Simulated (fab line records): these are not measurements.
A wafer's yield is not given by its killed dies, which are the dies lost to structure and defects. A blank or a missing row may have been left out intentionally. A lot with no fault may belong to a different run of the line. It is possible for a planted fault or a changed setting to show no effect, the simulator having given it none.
fab line records    flow berkeleyCmos170
record lots=14  wafers=42  lastDay=12
route steps=331 shown FIELD@91 CONTACT@231 M2@274
lots that met no fault: taken from a fault-free run of the same line
startH: start of the lot's first displayed wafer, in hours after the record's first day    waitH: hours since the lot's step before    " identical to the entry in the row above    L1.1+2: several wafers, shown together as one row    - either no value or no given start    * or withheld: withheld    < > ~ a bound
route shown NAME@n: NAME is a module with steps in the file, n the number in the route of the first one    usual: mean/standard deviation taken from wafers without a fault    same: alike in all rows    chamber/n: place in a boat    sites: per-site readings    _std_site: standard deviation across them    _edge_site: the outer-site mean with the inner-site mean subtracted    radiusMm: how far each site lies from the wafer's centre    mask NAME#n: copy n    behind: the most recent tool/chamber to have shaped the wafer    hold: reason for holding the lot/hours on hold/outcome of the hold    device: which transistor (n, p or np) failed to switch    end of line: the same wafers' tests at the end of the route    a step without rows: its recipe alone    killed: at the first sort, the dies lost to defects and structure; wafer yield is something else    map: per-die view of a wafer (x killed, . not killed, _ where there is no die)
set.NAME: the setting as run; set.NAME@STEP: as run at that earlier step    model.NAME: the simulator's own value behind a step, which no gauge read
route steps across a sampled set of lots; one table per step, one row per wafer
services: the hour from which a tool's chamber was out of use, counted from the record's first day as startH (under 0 if before that day), plus the number of hours and why
## steps
# step UCB170_FIELD_THK_MEAS_02
# recipe reads=SiO2_of_FIELD_OXIDATION_01
# usual FIELD_OXIDE_THK=561/13
lot.wafer  tool          chamber  startH  waitH  FIELD_OXIDE_THK[nm]
L638.1     filmMetro-04  -        81.57   0.0    571
L638.3     "             -        "       "      572
L638.5     "             -        "       "      565
L640.1     filmMetro-01  -        86.60   0.0    592
L640.5     "             -        "       "      587
L640.6     "             -        "       "      585
L639.2     filmMetro-02  -        86.61   0.0    577
L639.4     "             -        "       "      577
L639.6     "             -        "       "      578
L641.4     filmMetro-02  -        96.58   0.1    585
L641.5     "             -        "       "      582
L641.6     "             -        "       "      580
L644.2     filmMetro-02  -        114.49  0.0    551
L644.4     "             -        "       "      543
L644.6     "             -        "       "      543
L646.2     filmMetro-04  -        123.17  0.0    554
L646.3     "             -        "       "      550
L646.5     "             -        "       "      556
L649.1     filmMetro-04  -        148.45  0.0    552
L649.2     "             -        "       "      561
L649.6     "             -        "       "      551
L650.1     filmMetro-01  -        148.45  0.0    572
L650.3     "             -        "       "      575
L650.4     "             -        "       "      581
L651.1     filmMetro-02  -        148.45  0.0    561
L651.5     "             -        "       "      553
L651.6     "             -        "       "      567
L653.1     filmMetro-01  -        157.14  0.0    552
L653.2     "             -        "       "      553
L653.5     "             -        "       "      547
L656.1     filmMetro-01  -        179.32  0.0    568
L656.2     "             -        "       "      568
L656.3     "             -        "       "      567
L660.1     filmMetro-04  -        203.19  0.0    546
L660.2     "             -        "       "      555
L660.5     "             -        "       "      557
L659.1     filmMetro-01  -        203.24  0.0    547
L659.2     "             -        "       "      549
L659.5     "             -        "       "      553
L661.1     filmMetro-01  -        205.94  0.0    563
L661.4     "             -        "       "      551
L661.6     "             -        "       "      560
# step UCB170_CONTACT_CD_MEAS_15
# recipe targetCdNm=700
# usual cdNm=699.8/1.2
lot.wafer  tool      chamber  startH  waitH  cdNm
L638.1     cdSem-02  -        139.74  -      698.9
L638.3     "         -        "       "      698.7
L638.5     "         -        "       "      698.9
L640.1     cdSem-02  -        145.90  -      697.8
L640.5     "         -        "       "      700.0
L640.6     "         -        "       "      698.6
L639.2     cdSem-01  -        145.98  -      701.0
L639.4     "         -        "       "      698.8
L639.6     "         -        "       "      700.6
L641.4     cdSem-01  -        165.72  -      699.0
L641.5     "         -        "       "      698.5
L641.6     "         -        "       "      698.9
L644.2     cdSem-01  -        176.96  -      699.0
L644.4     "         -        "       "      701.0
L644.6     "         -        "       "      701.4
L646.2     cdSem-02  -        183.73  -      700.0
L646.3     "         -        "       "      697.9
L646.5     "         -        "       "      697.5
L651.1     cdSem-02  -        205.96  -      697.8
L651.5     "         -        "       "      699.0
L651.6     "         -        "       "      698.4
L649.1     cdSem-01  -        206.53  -      701.4
L649.2     "         -        "       "      702.0
L649.6     "         -        "       "      700.1
L650.1     cdSem-01  -        209.29  -      700.5
L650.3     "         -        "       "      700.3
L650.4     "         -        "       "      700.5
L653.1     cdSem-01  -        217.10  -      700.6
L653.2     "         -        "       "      698.7
L653.5     "         -        "       "      699.3
L656.1     cdSem-02  -        233.48  -      700.0
L656.2     "         -        "       "      700.2
L656.3     "         -        "       "      698.9
L659.1     cdSem-01  -        262.58  -      698.5
L659.2     "         -        "       "      699.0
L659.5     "         -        "       "      699.8
L661.1     cdSem-02  -        262.70  -      699.8
L661.4     "         -        "       "      700.1
L661.6     "         -        "       "      700.0
L660.1     cdSem-02  -        262.82  -      700.0
L660.2     "         -        "       "      700.2
L660.5     "         -        "       "      700.3
# step UCB170_M2_THK_MEAS_03
# recipe thkMeasGauge=xrf  reads=Al_of_M2_SPUTTER_01
# usual M2_AL_THK=883/13
lot.wafer  tool          chamber  startH  waitH  M2_AL_THK[nm]
L638.1     filmMetro-04  -        149.26  0.1    876
L638.3     "             -        "       "      880
L638.5     "             -        "       "      885
L640.1     filmMetro-02  -        156.56  0.1    909
L640.5     "             -        "       "      893
L640.6     "             -        "       "      877
L639.2     filmMetro-01  -        156.63  0.1    886
L639.4     "             -        "       "      885
L639.6     "             -        "       "      874
L641.4     filmMetro-01  -        174.40  0.1    889
L641.5     "             -        "       "      893
L641.6     "             -        "       "      890
L644.2     filmMetro-02  -        187.23  0.1    885
L644.4     "             -        "       "      881
L644.6     "             -        "       "      877
L646.2     filmMetro-01  -        193.89  0.1    869
L646.3     "             -        "       "      868
L646.5     "             -        "       "      876
L651.1     filmMetro-02  -        215.17  0.1    894
L651.5     "             -        "       "      906
L651.6     "             -        "       "      897
L649.1     filmMetro-04  -        215.41  0.1    876
L649.2     "             -        "       "      883
L649.6     "             -        "       "      863
L650.1     filmMetro-01  -        217.04  0.1    872
L650.3     "             -        "       "      879
L650.4     "             -        "       "      871
L653.1     filmMetro-02  -        227.20  0.1    896
L653.2     "             -        "       "      888
L653.5     "             -        "       "      885
L656.1     filmMetro-01  -        244.25  0.1    878
L656.2     "             -        "       "      890
L656.3     "             -        "       "      891
L661.1     filmMetro-01  -        271.18  0.1    882
L661.4     "             -        "       "      876
L661.6     "             -        "       "      874
L660.1     filmMetro-02  -        271.44  0.1    886
L660.2     "             -        "       "      903
L660.5     "             -        "       "      885
L659.1     filmMetro-04  -        271.56  0.1    875
L659.2     "             -        "       "      875
L659.5     "             -        "       "      879
# step UCB170_M2_METAL_ETCH_18
# recipe chemistry=Cl2/BCl3  target=Al  stopOn=SiO2  pressureMtorr=12  targetDepthA=11700  overEtchFrac=0.3  timeS=195  icpW=600  biasW=120  Cl2_flow_sccm=90  bcl3FlowSccm=45
# usual drypumpMotorCurrentA=5.2/0.36  heBacksideLeakSccm=3.35/0.15  oesProductAu=0.849/0.014  runLengthS=223.0/0.5  throttleValvePct=24.48/0.16
lot.wafer  tool         chamber  startH  waitH  drypumpMotorCurrentA  heBacksideLeakSccm  oesProductAu  rfHoursCounterH  runLengthS  throttleValvePct
L638.1     rieMetal-03  1        151.36  -      4.9                   3.31                0.849         6                223.1       24.29
L638.3     "            1        "       "      4.9                   3.74                0.845         -                222.8       24.28
L638.5     "            1        "       "      4.9                   3.50                0.837         -                222.6       24.29
L640.1     rieMetal-02  0        159.47  -      4.9                   3.40                0.846         5                223.6       24.47
L640.5     "            0        "       "      4.9                   3.22                0.847         -                223.4       24.48
L640.6     "            0        "       "      4.9                   3.40                0.839         -                224.2       24.48
L639.2     rieMetal-04  1        159.74  -      5.4                   3.58                0.873         8                223.8       24.56
L639.4     "            1        "       "      5.4                   3.42                0.871         -                223.5       24.57
L639.6     "            0        "       "      4.8                   3.33                0.838         -                222.7       24.71
L641.4     rieMetal-04  0        177.73  -      4.8                   3.18                0.849         -                222.3       24.70
L641.5     "            0        "       "      4.9                   3.20                0.856         -                222.5       24.70
L641.6     "            1        "       "      5.4                   3.51                0.876         -                223.6       24.57
L644.2     rieMetal-03  1        189.17  -      4.9                   3.43                0.848         7                222.5       24.31
L644.4     "            1        "       "      4.9                   3.56                0.839         -                222.5       24.29
L644.6     "            0        "       "      5.8                   3.22                0.846         -                222.5       24.62
L646.2     rieMetal-02  1        195.95  -      5.5                   3.41                0.833         1                222.8       24.24
L646.3     "            0        "       "      4.9                   3.30                0.835         -                223.5       24.46
L646.5     "            1        "       "      5.5                   3.56                0.834         -                222.8       24.22
L651.1     rieMetal-04  0        217.47  -      4.9                   3.39                0.855         8                222.4       24.68
L651.5     "            1        "       "      5.4                   3.51                0.875         -                223.4       24.56
L651.6     "            0        "       "      4.9                   3.21                0.855         -                222.3       24.70
L649.1     rieMetal-03  0        217.74  -      5.8                   3.16                0.857         2                222.5       24.62
L649.2     "            1        "       "      4.9                   3.70                0.849         8                222.5       24.29
L649.6     "            0        "       "      5.8                   3.25                0.843         -                223.0       24.63
L650.1     rieMetal-04  0        220.01  -      4.8                   3.15                1.020         8                137.7       24.62
L650.3     "            1        "       "      5.4                   3.60                1.019         -                138.6       24.47
L650.4     "            0        "       "      4.8                   3.21                1.016         -                138.0       24.63
L653.1     rieMetal-04  1        229.37  -      5.4                   3.43                1.020         10               139.1       24.47
L653.2     "            0        "       "      4.8                   3.30                1.012         8                137.8       24.62
L653.5     "            0        "       "      4.8                   3.20                1.010         -                138.1       24.62
L656.1     rieMetal-02  0        246.74  -      4.9                   3.24                0.849         9                223.7       24.47
L656.2     "            1        "       "      5.5                   3.54                0.841         2                222.7       24.23
L656.3     "            0        "       "      4.9                   3.17                0.850         -                223.5       24.46
L661.1     rieMetal-03  1        274.95  -      4.9                   3.66                0.839         9                222.6       24.29
L661.4     "            1        "       "      4.9                   3.59                0.840         -                222.8       24.30
L661.6     "            0        "       "      5.8                   3.21                0.845         -                222.5       24.63
L660.1     rieMetal-02  0        275.09  -      4.9                   3.11                0.836         10               223.5       24.47
L660.2     "            1        "       "      5.5                   3.39                0.845         3                223.2       24.23
L660.5     "            1        "       "      5.5                   3.51                0.836         -                222.8       24.24
L659.1     rieMetal-03  0        275.37  -      5.8                   3.32                0.856         3                222.5       24.63
L659.2     "            1        "       "      4.9                   3.65                0.842         9                222.5       24.30
L659.5     "            0        "       "      5.8                   3.27                0.860         -                222.6       24.62
# step UCB170_M2_STRIP_19
# recipe chemistry=O2  powerW=400  pressureMtorr=3500  platenTempC=withheld  o2FlowSccm=400  overashFraction=0.5
# usual drypumpMotorCurrentA=5.6/0.47  oesProductAu=0.536/0.019
lot.wafer  tool            chamber  startH  waitH  drypumpMotorCurrentA  oesProductAu  rfHoursCounterH
L638.1     plasmaAsher-04  1        151.74  0.3    6.2                   0.537         45
L638.3     "               1        "       "      6.2                   0.553         -
L638.5     "               0        "       "      5.3                   0.546         -
L640.1     plasmaAsher-02  0        159.84  0.3    6.2                   0.554         42
L640.5     "               0        "       "      6.2                   0.560         -
L640.6     "               1        "       "      4.8                   0.560         -
L639.2     plasmaAsher-04  0        159.93  0.1    5.3                   0.553         47
L639.4     "               1        "       "      6.2                   0.540         -
L639.6     "               1        "       "      6.2                   0.528         -
L641.4     plasmaAsher-02  0        177.89  0.1    6.2                   0.534         -
L641.5     "               0        "       "      6.2                   0.521         -
L641.6     "               1        "       "      4.8                   0.544         -
L644.2     plasmaAsher-03  0        189.36  0.1    5.7                   0.531         46
L644.4     "               1        "       "      5.2                   0.522         -
L644.6     "               0        "       "      5.7                   0.538         -
L646.2     plasmaAsher-03  1        196.13  0.1    5.2                   0.514         47
L646.3     "               0        "       "      5.7                   0.564         -
L646.5     "               0        "       "      5.7                   0.514         -
L651.1     plasmaAsher-03  1        217.66  0.1    5.2                   0.514         49
L651.5     "               0        "       "      5.7                   0.554         -
L651.6     "               1        "       "      5.2                   0.510         -
L649.1     plasmaAsher-04  0        217.93  0.1    5.3                   0.550         53
L649.2     "               1        "       "      6.2                   0.520         53
L649.6     "               1        "       "      6.2                   0.549         -
L650.1     plasmaAsher-04  1        220.19  0.1    6.3                   0.724         53
L650.3     "               0        "       "      5.3                   0.710         -
L650.4     "               1        "       "      6.2                   0.718         -
L653.1     plasmaAsher-02  0        229.56  0.1    6.2                   0.721         50
L653.2     "               1        "       "      4.8                   0.723         50
L653.5     "               0        "       "      6.2                   0.725         -
L656.1     plasmaAsher-02  1        246.93  0.1    4.8                   0.552         52
L656.2     "               0        "       "      6.2                   0.508         52
L656.3     "               1        "       "      4.8                   0.551         -
L661.1     plasmaAsher-03  1        275.13  0.1    5.2                   0.538         55
L661.4     "               1        "       "      5.2                   0.525         -
L661.6     "               1        "       "      5.3                   0.555         -
L660.1     plasmaAsher-02  0        275.28  0.1    6.2                   0.559         55
L660.2     "               1        "       "      4.8                   0.519         55
L660.5     "               0        "       "      6.2                   0.529         -
L659.1     plasmaAsher-03  1        275.56  0.1    5.3                   0.557         55
L659.2     "               0        "       "      5.7                   0.536         55
L659.5     "               1        "       "      5.2                   0.554         -
# step UCB170_M2_CD_MEAS_90
# recipe targetCdNm=700
# usual cdNm=699/3
lot.wafer  tool      chamber  startH  waitH  cdNm
L638.1     cdSem-02  -        151.84  0.1    698
L638.3     "         -        "       "      700
L638.5     "         -        "       "      696
L640.1     cdSem-02  -        159.94  0.1    704
L640.5     "         -        "       "      706
L640.6     "         -        "       "      704
L639.2     cdSem-01  -        160.05  0.1    702
L639.4     "         -        "       "      701
L639.6     "         -        "       "      697
L641.4     cdSem-02  -        178.01  0.1    699
L641.5     "         -        "       "      699
L641.6     "         -        "       "      705
L644.2     cdSem-02  -        189.48  0.1    700
L644.4     "         -        "       "      699
L644.6     "         -        "       "      701
L646.2     cdSem-02  -        196.33  0.2    701
L646.3     "         -        "       "      702
L646.5     "         -        "       "      696
L651.1     cdSem-01  -        217.76  0.1    699
L651.5     "         -        "       "      700
L651.6     "         -        "       "      700
L649.1     cdSem-02  -        218.03  0.1    700
L649.2     "         -        "       "      697
L649.6     "         -        "       "      698
L650.1     cdSem-01  -        220.29  0.1    722
L650.3     "         -        "       "      718
L650.4     "         -        "       "      721
L653.1     cdSem-02  -        229.66  0.1    715
L653.2     "         -        "       "      720
L653.5     "         -        "       "      718
L656.1     cdSem-02  -        247.03  0.1    695
L656.2     "         -        "       "      695
L656.3     "         -        "       "      699
L661.1     cdSem-01  -        275.23  0.1    690
L661.4     "         -        "       "      694
L661.6     "         -        "       "      697
L660.1     cdSem-01  -        275.38  0.1    699
L660.2     "         -        "       "      695
L660.5     "         -        "       "      697
L659.1     cdSem-01  -        275.66  0.1    701
L659.2     "         -        "       "      696
L659.5     "         -        "       "      700
## services
tool            chamber  startH  hours  kind
rieMetal-03     0        130.11  -      clean
rieMetal-03     0        130.11  23.7   scheduledDown
rieMetal-03     0        130.11  23.7   ventCycle
rieMetal-02     1        140.45  2.1    repair
plasmaAsher-03  -        156.02  8.5    repair
rieMetal-02     1        156.82  -      clean
rieMetal-02     1        156.82  11.9   scheduledDown
rieMetal-02     1        156.82  11.9   ventCycle
rieMetal-03     1        172.43  2.6    repair
rieMetal-02     -        192.84  2.8    pm
rieMetal-04     -        272.05  0.7    repair
## key
firstSign step=UCB170_M2_METAL_ETCH_18  reading=runLengthS  direction=down  sigmas=99+  usual=*  struck=*
effect step=UCB170_M2_METAL_ETCH_18  reading=oesProductAu  direction=up  sigmas=12  usual=0.849  struck=1.016
effect step=UCB170_M2_STRIP_19  reading=oesProductAu  direction=up  sigmas=9.9  usual=0.536  struck=0.720
effect step=UCB170_M2_CD_MEAS_90  reading=cdNm  direction=up  sigmas=6.3  usual=699  struck=719
metAt UCB170_M2_METAL_ETCH_18
struckLots L650,L653
laterRowsLeftOut L650.1,L650.3,L650.4,L653.2
sortLeftOut L650.1,L650.3,L650.4,L653.1,L653.2,L653.5
notActingAt UCB170_FIELD_THK_MEAS_02,UCB170_CONTACT_CD_MEAS_15,UCB170_M2_THK_MEAS_03
onsetBetween 217.47 220.01
fault kind=processParameterDrift  tool=rieMetal-04  chamber=-  onsetH=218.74  steps=UCB170_M2_METAL_ETCH_18  channel=timeS  offset=*  shape=step  endH=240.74  actsIn=*  stated=*
# sortLeftOut: the simulated sort isn't trusted on such a fault, so these wafers' sort isn't shown, and their yield isn't known
# laterRowsLeftOut: the simulator's readings of these wafers behind a module that went badly wrong aren't trusted and aren't shown, but for the sort
